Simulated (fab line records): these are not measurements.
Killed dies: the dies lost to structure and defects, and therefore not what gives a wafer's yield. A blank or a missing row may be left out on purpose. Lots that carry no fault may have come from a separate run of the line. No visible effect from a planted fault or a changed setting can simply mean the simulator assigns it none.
fab line records ; flow berkeley_cmos170
[record] lots = 14; wafers = 42; last_day = 12
route steps=331 shown M1@252 V1@268 M2@283 V2@295
lots that met no fault: from a run of the same line without faults
start_h: hours from the record's opening day to when the first of the lot's shown wafers began ; wait_h: hours since the lot's step before ; " unchanged from the row above ; L1.1+2: one row covering several wafers at once ; - no value, or no start was given ; * or withheld: withheld ; < > ~ a bound
route shown NAME@n: NAME is a module with steps in the file, n the number in the route of the first one ; usual: mean and standard deviation over wafers with no fault ; same: alike in all rows ; chamber/n: place in a boat ; sites: per-site readings ; _std_site: standard deviation across them ; _edge_site: outer sites' mean less inner sites' ; radius_mm: for every site, how far away it sits from the centre of the wafer ; mask NAME#n: copy n ; behind: the tool/chamber that last shaped the wafer ; hold: why the lot went on hold/how many hours it stayed there/how the hold came to an end ; device: names the non-switching transistor (n, p or np) ; end of line: tests run on the same wafers once the route is complete ; a step with no rows: only its recipe ; killed: not the wafer's yield, but the dies lost to structure and defects at the first sort ; map: per-die view of a wafer (x killed, . not killed, _ where there is no die)
set.NAME: the setting that was run; set.NAME@STEP: the one run at that earlier step ; model.NAME: the simulator's own value behind a step, which no gauge read
steps of the route over a sample of lots; a table a step, a row a wafer
services: a tool's chamber out of use, with start hour (start_h, from the record's first day; less than 0 if before it), hours out, and reason
[[steps]]
[step UCB170_M1_CD_MEAS_90]
[recipe] target_cd_nm = 700
[usual] cd_nm = 700.8/2.5
lot.wafer;tool;chamber;start_h;wait_h;cd_nm
L625.2;cd_sem-01;-;150.52;0.1;701.6
L625.3;cd_sem-01;-;150.52;0.1;702.8
L625.5;cd_sem-01;-;150.52;0.1;702.1
L627.1;cd_sem-02;-;159.76;0.1;700.9
L627.2;cd_sem-02;-;159.76;0.1;702.7
L627.5;cd_sem-02;-;159.76;0.1;699.0
L626.1;cd_sem-01;-;160.82;0.1;694.4
L626.2;cd_sem-01;-;160.82;0.1;698.8
L626.5;cd_sem-01;-;160.82;0.1;698.7
L628.2;cd_sem-01;-;178.87;0.2;696.2
L628.5;cd_sem-01;-;178.87;0.2;700.0
L628.6;cd_sem-01;-;178.87;0.2;699.9
L629.2;cd_sem-01;-;179.06;0.1;697.6
L629.4;cd_sem-01;-;179.06;0.1;699.9
L629.6;cd_sem-01;-;179.06;0.1;697.9
L631.3;cd_sem-01;-;179.63;0.1;697.0
L631.4;cd_sem-01;-;179.63;0.1;696.2
L631.6;cd_sem-01;-;179.63;0.1;696.7
L633.2;cd_sem-01;-;191.28;0.1;700.7
L633.4;cd_sem-01;-;191.28;0.1;698.7
L633.5;cd_sem-01;-;191.28;0.1;700.8
L636.1;cd_sem-01;-;205.39;0.1;704.7
L636.2;cd_sem-01;-;205.39;0.1;701.6
L636.5;cd_sem-01;-;205.39;0.1;704.1
L635.3;cd_sem-01;-;205.67;0.1;705.3
L635.4;cd_sem-01;-;205.67;0.1;705.2
L635.6;cd_sem-01;-;205.67;0.1;707.9
L634.1;cd_sem-02;-;205.75;0.1;701.1
L634.4;cd_sem-02;-;205.75;0.1;701.6
L634.5;cd_sem-02;-;205.75;0.1;699.1
L640.1;cd_sem-01;-;221.28;0.2;702.0
L640.2;cd_sem-01;-;221.28;0.2;698.3
L640.4;cd_sem-01;-;221.28;0.2;704.0
L643.3;cd_sem-01;-;237.02;0.1;702.1
L643.4;cd_sem-01;-;237.02;0.1;700.5
L643.5;cd_sem-01;-;237.02;0.1;700.3
L647.1;cd_sem-01;-;249.08;0.5;704.6
L647.3;cd_sem-01;-;249.08;0.5;698.6
L647.5;cd_sem-01;-;249.08;0.5;702.4
L648.1;cd_sem-02;-;261.97;0.1;699.9
L648.2;cd_sem-02;-;261.97;0.1;698.8
L648.6;cd_sem-02;-;261.97;0.1;699.0
[step UCB170_V1_ETCH_14]
[recipe] chemistry = CHF3/CF4/Ar; target = SiO2; stop_on = Al; CHF3_flow_sccm = 45; cf4_flow_sccm = 15; Ar_flow_sccm = 150; pressure_mtorr = 200; rf_w = 700; target_depth_a = 12500; over_etch_frac = 0.25; time_s = 291
[usual] cf4_flow_sccm = 15.00/0.042; drypump_motor_current_A = 5.80/0.29; oes_product_au = 0.873/0.013; throttle_valve_pct = 7.02/0.083
[same] time_s = 291
lot.wafer;tool;chamber;start_h;wait_h;cf4_flow_sccm;drypump_motor_current_A;oes_product_au;rf_hours_counter_h;throttle_valve_pct
L625.2;rie_diel-04;0;155.72;0.0;14.95;5.65;0.880;96;7.08
L625.3;rie_diel-04;3;155.72;0.0;15.04;5.88;0.905;61;7.09
L625.5;rie_diel-04;3;155.72;0.0;15.00;5.87;0.903;-;7.10
L626.1;rie_diel-02;2;167.75;0.0;15.03;6.10;0.883;154;6.87
L626.2;rie_diel-02;3;167.75;0.0;15.01;5.64;0.882;81;6.88
L626.5;rie_diel-02;2;167.75;0.0;15.07;6.09;0.883;-;6.88
L627.1;rie_diel-04;2;167.99;0.0;14.94;6.15;0.866;19;7.01
L627.2;rie_diel-04;1;167.99;0.0;15.12;5.83;0.866;34;7.10
L627.5;rie_diel-04;3;167.99;0.0;15.01;5.91;0.910;-;7.08
L628.2;rie_diel-02;3;183.21;0.0;14.90;5.66;0.873;82;6.88
L628.5;rie_diel-02;3;183.21;0.0;15.00;5.63;0.887;-;6.88
L628.6;rie_diel-02;1;183.21;0.0;14.99;5.64;0.851;-;6.97
L629.2;rie_diel-02;0;185.80;0.0;15.04;6.11;0.869;44;7.11
L629.4;rie_diel-02;3;185.80;0.0;15.02;5.62;0.895;82;6.89
L629.6;rie_diel-02;0;185.80;0.0;14.99;6.13;0.868;-;7.12
L631.3;rie_diel-04;2;185.96;0.0;15.03;6.16;0.861;19;6.98
L631.4;rie_diel-04;3;185.96;0.0;15.06;5.83;0.897;63;7.10
L631.6;rie_diel-04;2;185.96;0.0;14.98;6.14;0.868;-;6.98
L633.2;rie_diel-04;3;199.01;0.0;14.98;5.89;0.899;64;7.11
L633.4;rie_diel-04;2;199.01;0.0;15.03;6.15;0.874;20;7.01
L633.5;rie_diel-04;0;199.01;0.0;15.01;5.69;0.873;-;7.05
L636.1;rie_diel-03;1;212.87;0.0;15.00;5.70;0.861;127;6.97
L636.2;rie_diel-03;3;212.87;0.0;15.04;5.53;0.868;8;7.03
L636.5;rie_diel-03;1;212.87;0.0;15.06;5.68;0.853;-;6.96
L635.3;rie_diel-04;1;213.11;0.0;14.98;5.84;0.866;36;7.10
L635.4;rie_diel-04;3;213.11;0.0;14.96;5.90;0.902;64;7.10
L635.6;rie_diel-04;3;213.11;0.0;15.03;5.89;0.897;-;7.10
L634.1;rie_diel-02;2;213.47;0.0;14.98;6.11;0.879;2;6.88
L634.4;rie_diel-02;1;213.47;0.0;14.98;5.64;0.858;13;6.97
L634.5;rie_diel-02;0;213.47;0.0;15.02;6.11;0.863;-;7.14
L640.1;rie_diel-02;2;227.35;0.0;15.08;6.09;0.881;3;6.87
L640.2;rie_diel-02;0;227.35;0.0;14.99;6.14;0.858;47;7.13
L640.4;rie_diel-02;0;227.35;0.0;15.07;6.13;0.865;-;7.13
L643.3;rie_diel-02;2;244.21;0.0;15.04;6.08;0.880;4;6.88
L643.4;rie_diel-02;1;244.21;0.0;14.99;5.63;0.860;15;6.97
L643.5;rie_diel-02;2;244.21;0.0;14.96;6.07;0.877;-;6.88
L647.1;rie_diel-02;3;254.70;0.0;14.94;5.65;0.886;85;6.88
L647.3;rie_diel-02;0;254.70;0.0;15.00;6.12;0.875;48;7.13
L647.5;rie_diel-02;1;254.70;0.0;14.99;5.62;0.856;-;6.99
L648.1;rie_diel-02;2;266.31;0.0;14.99;6.08;0.880;5;6.87
L648.2;rie_diel-02;0;266.31;0.0;15.01;6.12;0.865;49;7.13
L648.6;rie_diel-02;0;266.31;0.0;15.05;6.13;0.872;-;7.13
[step UCB170_M2_EXPOSE_12]
[recipe] mask_id = METAL2; target_cd_nm = 700; na = 0.5; sigma_outer = 0.6; source_shape = conventional; dose_mj = 26
[usual] exposure_dose_mJ_cm2 = 25.998/0.026; stage_vel_mm_s = 500.01/0.27
[same] na = 0.5
lot.wafer;tool;chamber;start_h;wait_h;mask;exposure_dose_mJ_cm2;stage_vel_mm_s
L625.2;krf_scanner-02;0;158.98;-;METAL2#0;26.006;500.28
L625.3;krf_scanner-02;0;158.98;-;METAL2#0;26.015;500.04
L625.5;krf_scanner-02;0;158.98;-;METAL2#0;26.026;499.84
L626.1;krf_scanner-01;0;171.11;-;METAL2#0;25.985;499.82
L626.2;krf_scanner-01;0;171.11;-;METAL2#0;26.012;499.92
L626.5;krf_scanner-01;0;171.11;-;METAL2#0;26.014;500.04
L627.1;krf_scanner-01;0;171.23;-;METAL2#0;25.969;499.87
L627.2;krf_scanner-01;0;171.23;-;METAL2#0;26.012;499.87
L627.5;krf_scanner-01;0;171.23;-;METAL2#0;26.017;499.75
L628.2;krf_scanner-01;0;185.44;-;METAL2#0;26.045;500.56
L628.5;krf_scanner-01;0;185.44;-;METAL2#0;25.981;500.30
L628.6;krf_scanner-01;0;185.44;-;METAL2#0;25.983;500.40
L629.2;krf_scanner-02;0;188.16;-;METAL2#0;25.929;499.87
L629.4;krf_scanner-02;0;188.16;-;METAL2#0;26.026;499.91
L629.6;krf_scanner-02;0;188.16;-;METAL2#0;26.038;499.89
L631.3;krf_scanner-01;0;188.43;-;METAL2#0;25.970;500.47
L631.4;krf_scanner-01;0;188.43;-;METAL2#0;25.990;499.93
L631.6;krf_scanner-01;0;188.43;-;METAL2#0;25.972;500.25
L633.2;krf_scanner-02;0;201.50;-;METAL2#0;17.246;499.97
L633.4;krf_scanner-02;0;201.50;-;METAL2#0;17.213;499.48
L633.5;krf_scanner-02;0;201.50;-;METAL2#0;17.206;499.70
L636.1;krf_scanner-01;0;215.48;-;METAL2#0;25.968;500.07
L636.2;krf_scanner-01;0;215.48;-;METAL2#0;26.018;500.53
L636.5;krf_scanner-01;0;215.48;-;METAL2#0;26.011;500.38
L635.3;krf_scanner-02;0;215.76;-;METAL2#0;18.938;499.86
L635.4;krf_scanner-02;0;215.76;-;METAL2#0;18.976;499.97
L635.6;krf_scanner-02;0;215.76;-;METAL2#0;18.949;500.07
L634.1;krf_scanner-01;0;217.16;-;METAL2#0;26.001;499.67
L634.4;krf_scanner-01;0;217.16;-;METAL2#0;26.001;499.62
L634.5;krf_scanner-01;0;217.16;-;METAL2#0;25.968;500.47
L640.1;krf_scanner-01;0;229.81;-;METAL2#0;26.016;499.87
L640.2;krf_scanner-01;0;229.81;-;METAL2#0;25.968;499.97
L640.4;krf_scanner-01;0;229.81;-;METAL2#0;26.013;500.32
L643.3;krf_scanner-01;0;247.57;-;METAL2#0;26.031;499.73
L643.4;krf_scanner-01;0;247.57;-;METAL2#0;26.008;500.34
L643.5;krf_scanner-01;0;247.57;-;METAL2#0;26.014;500.43
L647.1;krf_scanner-01;0;256.78;-;METAL2#0;26.006;499.74
L647.3;krf_scanner-01;0;256.78;-;METAL2#0;25.945;499.65
L647.5;krf_scanner-01;0;256.78;-;METAL2#0;25.996;499.68
L648.1;krf_scanner-01;0;268.21;-;METAL2#0;25.986;499.90
L648.2;krf_scanner-01;0;268.21;-;METAL2#0;26.022;499.86
L648.6;krf_scanner-01;0;268.21;-;METAL2#0;25.990;500.01
[step UCB170_M2_CD_MEAS_15]
[recipe] target_cd_nm = 700
[usual] cd_nm = 700.5/1.4
lot.wafer;tool;chamber;start_h;wait_h;cd_nm
L625.2;cd_sem-01;-;159.37;-;699.2
L625.3;cd_sem-01;-;159.37;-;698.5
L625.5;cd_sem-01;-;159.37;-;699.7
L626.1;cd_sem-01;-;171.67;-;701.4
L626.2;cd_sem-01;-;171.67;-;702.1
L626.5;cd_sem-01;-;171.67;-;703.3
L627.1;cd_sem-02;-;171.75;-;699.3
L627.2;cd_sem-02;-;171.75;-;699.4
L627.5;cd_sem-02;-;171.75;-;699.8
L628.2;cd_sem-01;-;185.94;-;700.0
L628.5;cd_sem-01;-;185.94;-;701.3
L628.6;cd_sem-01;-;185.94;-;700.8
L629.2;cd_sem-01;-;189.11;-;701.2
L629.4;cd_sem-01;-;189.11;-;701.7
L629.6;cd_sem-01;-;189.11;-;700.3
L631.3;cd_sem-01;-;189.41;-;699.9
L631.4;cd_sem-01;-;189.41;-;700.9
L631.6;cd_sem-01;-;189.41;-;701.2
L633.2;cd_sem-01;-;202.23;-;772.3
L633.4;cd_sem-01;-;202.23;-;773.6
L633.5;cd_sem-01;-;202.23;-;771.9
L636.1;cd_sem-01;-;216.53;-;701.1
L636.2;cd_sem-01;-;216.53;-;701.4
L636.5;cd_sem-01;-;216.53;-;700.5
L635.3;cd_sem-01;-;216.69;-;758.1
L635.4;cd_sem-01;-;216.69;-;759.3
L635.6;cd_sem-01;-;216.69;-;756.6
L634.1;cd_sem-01;-;218.20;-;698.4
L634.4;cd_sem-01;-;218.20;-;699.1
L634.5;cd_sem-01;-;218.20;-;700.1
L640.1;cd_sem-01;-;230.20;-;699.1
L640.2;cd_sem-01;-;230.20;-;698.9
L640.4;cd_sem-01;-;230.20;-;697.7
L643.3;cd_sem-01;-;248.52;-;699.2
L643.4;cd_sem-01;-;248.52;-;698.8
L643.5;cd_sem-01;-;248.52;-;698.3
L647.1;cd_sem-01;-;257.17;-;700.4
L647.3;cd_sem-01;-;257.17;-;700.9
L647.5;cd_sem-01;-;257.17;-;701.1
L648.1;cd_sem-01;-;268.61;-;699.9
L648.2;cd_sem-01;-;268.61;-;700.1
L648.6;cd_sem-01;-;268.61;-;698.3
[step UCB170_V2_BOW_MEAS_03]
[recipe] mode = bow
[usual] V2_BOW = 37/6.7
lot.wafer;tool;chamber;start_h;wait_h;V2_BOW[um]
L625.2;film_metro-03;-;160.49;0.2;40
L625.3;film_metro-03;-;160.49;0.2;35
L625.5;film_metro-03;-;160.49;0.2;40
L627.1;film_metro-03;-;172.87;0.1;40
L627.2;film_metro-03;-;172.87;0.1;33
L627.5;film_metro-03;-;172.87;0.1;30
L626.1;film_metro-02;-;172.98;0.1;41
L626.2;film_metro-02;-;172.98;0.1;18
L626.5;film_metro-02;-;172.98;0.1;40
L628.2;film_metro-03;-;187.18;0.2;45
L628.5;film_metro-03;-;187.18;0.2;40
L628.6;film_metro-03;-;187.18;0.2;33
L629.2;film_metro-01;-;190.26;0.1;34
L629.4;film_metro-01;-;190.26;0.1;38
L629.6;film_metro-01;-;190.26;0.1;33
L631.3;film_metro-02;-;190.88;0.3;38
L631.4;film_metro-02;-;190.88;0.3;39
L631.6;film_metro-02;-;190.88;0.3;31
L633.2;film_metro-02;-;203.35;0.3;51
L633.4;film_metro-02;-;203.35;0.3;24
L633.5;film_metro-02;-;203.35;0.3;34
L636.1;film_metro-02;-;217.65;0.1;40
L636.2;film_metro-02;-;217.65;0.1;26
L636.5;film_metro-02;-;217.65;0.1;35
L635.3;film_metro-02;-;217.99;0.1;40
L635.4;film_metro-02;-;217.99;0.1;38
L635.6;film_metro-02;-;217.99;0.1;38
L634.1;film_metro-01;-;219.32;0.1;27
L634.4;film_metro-01;-;219.32;0.1;39
L634.5;film_metro-01;-;219.32;0.1;37
L640.1;film_metro-02;-;231.34;0.2;38
L640.2;film_metro-02;-;231.34;0.2;33
L640.4;film_metro-02;-;231.34;0.2;31
L643.3;film_metro-03;-;250.11;0.1;26
L643.4;film_metro-03;-;250.11;0.1;46
L643.5;film_metro-03;-;250.11;0.1;30
L647.1;film_metro-02;-;258.40;0.1;49
L647.3;film_metro-02;-;258.40;0.1;37
L647.5;film_metro-02;-;258.40;0.1;31
L648.1;film_metro-03;-;269.73;0.1;38
L648.2;film_metro-03;-;269.73;0.1;39
L648.6;film_metro-03;-;269.73;0.1;38
[[services]]
tool;chamber;start_h;hours;kind
rie_diel-03;1;153.25;4.5;repair
krf_scanner-01;-;157.16;1.0;pm
krf_scanner-02;-;162.39;1.0;pm
rie_diel-02;2;171.44;-;clean
rie_diel-02;2;171.44;12.8;scheduled_down
rie_diel-02;2;171.44;12.8;vent_cycle
krf_scanner-01;-;173.01;3.6;pm
krf_scanner-01;-;176.57;1.3;pm
krf_scanner-02;-;190.25;4.4;pm
krf_scanner-02;-;194.62;1.3;pm
rie_diel-04;3;201.22;1.5;repair
rie_diel-04;1;202.19;10.0;repair
rie_diel-03;0;213.47;9.2;repair
rie_diel-03;2;222.67;-;clean
rie_diel-03;2;222.67;23.4;scheduled_down
rie_diel-03;2;222.67;23.4;vent_cycle
rie_diel-02;3;225.44;14.4;repair
krf_scanner-01;-;231.97;0.8;pm
rie_diel-02;2;236.87;5.0;repair
rie_diel-03;1;240.42;5.2;repair
rie_diel-04;2;244.57;6.6;repair
krf_scanner-02;-;258.85;0.3;repair
krf_scanner-01;-;260.30;0.4;repair
[[key]]
[first_sign] step = UCB170_M2_EXPOSE_12; reading = exposure_dose_mJ_cm2; direction = down; sigmas = 99+; usual = 25.998; struck = 18.088
[effect] step = UCB170_M2_CD_MEAS_15; reading = cd_nm; direction = up; sigmas = 46; usual = 700.5; struck = 765.3; through = control_loop
met_at UCB170_M2_EXPOSE_12
struck_lots L633,L635
sort_left_out L633.2,L633.4,L633.5
tester_left_out L633,L635
[loop_trim] step = UCB170_M2_EXPOSE_12; setting = dose; lots = L635
not_acting_at UCB170_M1_CD_MEAS_90,UCB170_V1_ETCH_14,UCB170_V2_BOW_MEAS_03
onset_between 188.16 201.50
[earlier_fault] kind = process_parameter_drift; tool = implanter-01; chamber = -; onset_h = 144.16; steps = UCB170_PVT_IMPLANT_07; channel = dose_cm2; offset = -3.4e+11; shape = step; end_h = 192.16; acts_in = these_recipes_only; stated = 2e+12
[fault] kind = process_parameter_drift; tool = krf_scanner-02; chamber = -; onset_h = 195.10; steps = UCB170_M2_EXPOSE_12; channel = dose_mj; offset = -8.8135; shape = step; acts_in = these_recipes_only; stated = 26
// tester_left_out: of these lots the tester's yield and bins aren't shown, on N5 and GAA mostly nor the transistor test; their killed dies are dies lost to structure and defects alone, not to doping, threshold or leakage, so they don't give the yield
// sort_left_out: the simulated sort isn't trusted on such a fault, so these wafers' sort isn't shown, and their yield isn't known
// loop_trim: a control loop set the setting to another value than it would have without faults
